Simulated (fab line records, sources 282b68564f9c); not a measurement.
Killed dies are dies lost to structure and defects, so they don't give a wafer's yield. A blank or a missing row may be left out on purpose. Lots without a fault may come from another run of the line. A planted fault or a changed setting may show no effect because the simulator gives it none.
Which tool did it? | flow rit_cmos | 14 lots, 42 wafers sampled, at 3 steps of a route of 202

WHAT THE GAUGES READ, wafer by wafer
RIT_NWELL_TW_MEAS_10.
lot  | measured    | on            | NWELL_TW
L421 | day 2 03:43 | film_metro-02 | 2127 2120 2125
L422 | day 2 10:04 | film_metro-03 | 2161 2168 2170
L423 | day 2 10:19 | film_metro-03 | 2187 2167 2159
L424 | day 2 14:58 | film_metro-02 | 2122 2136 2110
L425 | day 2 18:33 | film_metro-03 | 2162 2166 2173
L426 | day 2 23:46 | film_metro-01 | 2159 2170 2162
L427 | day 3 04:32 | film_metro-03 | 2164 2161 2178
L429 | day 3 13:47 | film_metro-03 | 2167 2175 2174
L430 | day 3 22:36 | film_metro-03 | 2162 2157 2165
L431 | day 4 01:35 | film_metro-02 | 2123 2126 2124
L432 | day 4 09:47 | film_metro-03 | 2164 2155 2160
L433 | day 4 14:29 | film_metro-02 | 2114 2113 2121
L440 | day 5 22:49 | film_metro-01 | 2242 2242 2238
L441 | day 6 01:42 | film_metro-03 | 2221 2231 2216

RIT_WELLDRIVE_RS_MEAS_01: measures by four-point-probe.
lot  | measured    | on            | NWELL_RS (ohm/sq)
L421 | day 2 11:55 | film_metro-01 | 275.3 275.8 276.1
L422 | day 2 17:15 | film_metro-03 | 274.6 275.0 275.1
L423 | day 2 17:24 | film_metro-01 | 274.8 274.7 274.9
L424 | day 2 23:12 | film_metro-02 | 276.6 276.3 276.6
L425 | day 3 01:26 | film_metro-01 | 273.9 274.3 274.6
L426 | day 3 06:35 | film_metro-03 | 275.1 276.6 276.2
L427 | day 3 12:44 | film_metro-02 | 275.8 275.2 276.2
L429 | day 3 20:48 | film_metro-03 | 275.6 275.0 275.5
L430 | day 4 05:29 | film_metro-01 | 277.2 277.8 276.8
L431 | day 4 10:35 | film_metro-01 | 273.1 273.6 273.4
L432 | day 4 17:00 | film_metro-01 | 276.5 275.6 275.3
L433 | day 4 21:18 | film_metro-03 | 275.4 275.0 274.7
L440 | day 6 05:44 | film_metro-03 | 258.6 259.1 259.2
L441 | day 6 09:10 | film_metro-03 | 259.2 258.6 258.8

WHICH TOOL RAN EACH LOT (tool, then ch and the chambers of the sampled wafers, then the start)
lot  | RIT_NWELL_IMPLANT_08
L421 | implanter-01 ch 0, day 2 03:24
L422 | implanter-02 ch 0, day 2 09:45
L423 | implanter-01 ch 0, day 2 10:01
L424 | implanter-03 ch 0, day 2 14:41
L425 | implanter-02 ch 0, day 2 18:13
L426 | implanter-03 ch 0, day 2 23:26
L427 | implanter-02 ch 0, day 3 04:12
L429 | implanter-01 ch 0, day 3 13:28
L430 | implanter-03 ch 0, day 3 22:07
L431 | implanter-02 ch 0, day 4 01:17
L432 | implanter-02 ch 0, day 4 09:30
L433 | implanter-03 ch 0, day 4 14:10
L440 | implanter-02 ch 0, day 5 22:30
L441 | implanter-02 ch 0, day 6 01:25
- RIT_NWELL_IMPLANT_08

WHAT THE TOOLS THEMSELVES READ (means of the sampled wafers that have a number; where no wafer has one, the mark that the record gives instead)
RIT_NWELL_IMPLANT_08.
lot  | tool         | beam_on_s (s) | end_station_pressure_torr (Torr) | faraday_current_uA
L421 | implanter-01 | 10.06         | 5.23e-06                         | 158
L422 | implanter-02 | 9.83          | 5.11e-06                         | 161
L423 | implanter-01 | 9.93          | 5.33e-06                         | 159
L424 | implanter-03 | 9.99          | 5.47e-06                         | 159
L425 | implanter-02 | 10.34         | 4.96e-06                         | 153
L426 | implanter-03 | 10.00         | 4.96e-06                         | 159
L427 | implanter-02 | 10.06         | 5.11e-06                         | 157
L429 | implanter-01 | 9.80          | 4.88e-06                         | 161
L430 | implanter-03 | 9.88          | 4.99e-06                         | 160
L431 | implanter-02 | 9.96          | 5.19e-06                         | 160
L432 | implanter-02 | 10.03         | 5.25e-06                         | 158
L433 | implanter-03 | 9.94          | 4.88e-06                         | 160
L440 | implanter-02 | 11.08         | 5.20e-05                         | 145
L441 | implanter-02 | 10.97         | 5.12e-05                         | 146

THE ANSWER, worked out from the rows above alone
Rule: what is usual is taken from the lots themselves. Put in order of their means at a reading, lots are off if they are a third of the lots or fewer, leave a main group of 4 or more, and stand apart from it by a gap of 3 or more times the standard deviation of the main group's means; of several such gaps the widest counts. A main group whose means are all the same, to the digits that the tables above print for the reading, isn't used. A lot without any number at a reading at which 4 lots or more have one is off too. The other lots that the step has rows for count as sound. The gauges are gone through in route order, then the tools' own readings, and for those a lot's mean is taken as printed above. The first step at which some lot is off is used, and at that step the reading that is off furthest; a lot without a number counts as furthest.
Off: L440, L441, at RIT_WELLDRIVE_RS_MEAS_01 (NWELL_RS). The main group: mean 275.4 ohm/sq, standard deviation 0.98.
A tool fits if, at a process step before that reading, it ran every lot that is off, and no sound lot after the first of them. The gauges at RIT_WELLDRIVE_RS_MEAS_01 aren't tried: what is off there is off at RIT_NWELL_IMPLANT_08 too, on other tools, and a gauge's error can't cause that. One fits: implanter-02 at RIT_NWELL_IMPLANT_08. Its last sound lot is L432 (day 4 09:30), its first lot that is off L440 (day 5 22:30): a fault that began between those two fits.
The tool's own readings at RIT_NWELL_IMPLANT_08 bear it out: on the lots that are off they differ by more than 5 times the standard deviation of the sound lots' means. beam_on_s reads 11.03 s there against 9.98 s on the sound lots; end_station_pressure_torr reads 5.16e-05 Torr there against 5.11e-06 Torr on the sound lots; faraday_current_uA reads 146 there against 159 on the sound lots.

WHAT THE SIMULATOR HAD PUT IN
Process parameter drift: implanter-02, from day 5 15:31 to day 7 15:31, at RIT_NWELL_IMPLANT_08. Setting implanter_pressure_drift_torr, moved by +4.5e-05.
Process parameter drift: implanter-02, from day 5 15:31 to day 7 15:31, at RIT_NWELL_IMPLANT_08. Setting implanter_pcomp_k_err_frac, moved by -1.
Lots struck among those shown: L440, L441. The rule above found the same.
